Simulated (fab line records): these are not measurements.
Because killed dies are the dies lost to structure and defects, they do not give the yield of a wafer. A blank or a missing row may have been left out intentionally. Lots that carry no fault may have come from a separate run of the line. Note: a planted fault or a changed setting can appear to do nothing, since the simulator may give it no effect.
Matching of chambers + flow berkeley-cmos170 + UCB170_NWELL_ETCH_13 on rie-diel-01: 4 sister chambers
The step etches Si3N4 in CH3F/Ar/O2, stops on SiO2, target depth 246.4 nm, time 154 s. 4 wafers are shown with their chamber, then 7 later ones without.

WAFERS WITH THEIR CHAMBER
| wafer  | chamber | throttle-valve-pct (%) |
|--------|---------|------------------------|
| L704.4 | 2       | 7.97                   |
| L721.6 | 0       | 8.22                   |
| L722.1 | 1       | 7.99                   |
| L722.2 | 3       | 8.14                   |

WAFERS WHOSE CHAMBER IS MISSING
| wafer  | throttle-valve-pct (%) |
|--------|------------------------|
| L722.3 | 7.99                   |
| L724.2 | 8.14                   |
| L724.5 | 7.99                   |
| L724.6 | 7.99                   |
| L725.1 | 7.99                   |
| L725.3 | 7.98                   |
| L725.4 | 7.99                   |

WHICH CHAMBER EACH WENT THROUGH
| wafer  | from the rows above     | in truth                   |
|--------|-------------------------|----------------------------|
| L722.3 | 1                       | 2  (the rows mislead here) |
| L724.2 | 3                       | 3                          |
| L724.5 | 1                       | 1                          |
| L724.6 | 1                       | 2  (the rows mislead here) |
| L725.1 | 1                       | 1                          |
| L725.3 | can't be placed: 1 or 2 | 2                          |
| L725.4 | 1                       | 1                          |
Placed correctly: 4 of 7. From these rows, 1 cannot be placed; in 1 the true chamber is one of the candidates. 2 placed wrongly.
How it was worked out, from the rows above alone: a wafer's distance from a chamber is the root of the sum, over the readings, of the square of ((its reading less the chamber's mean) divided by the reading's scatter). The wafer belongs to the nearest chamber; if the next one is less than 2 further off, it can't be placed. The mean given for a chamber averages the wafers shown for that chamber. The scatter (one wafer shown for each chamber): square how far every hidden wafer sits from the nearest shown wafer, average those squares and take the square root.
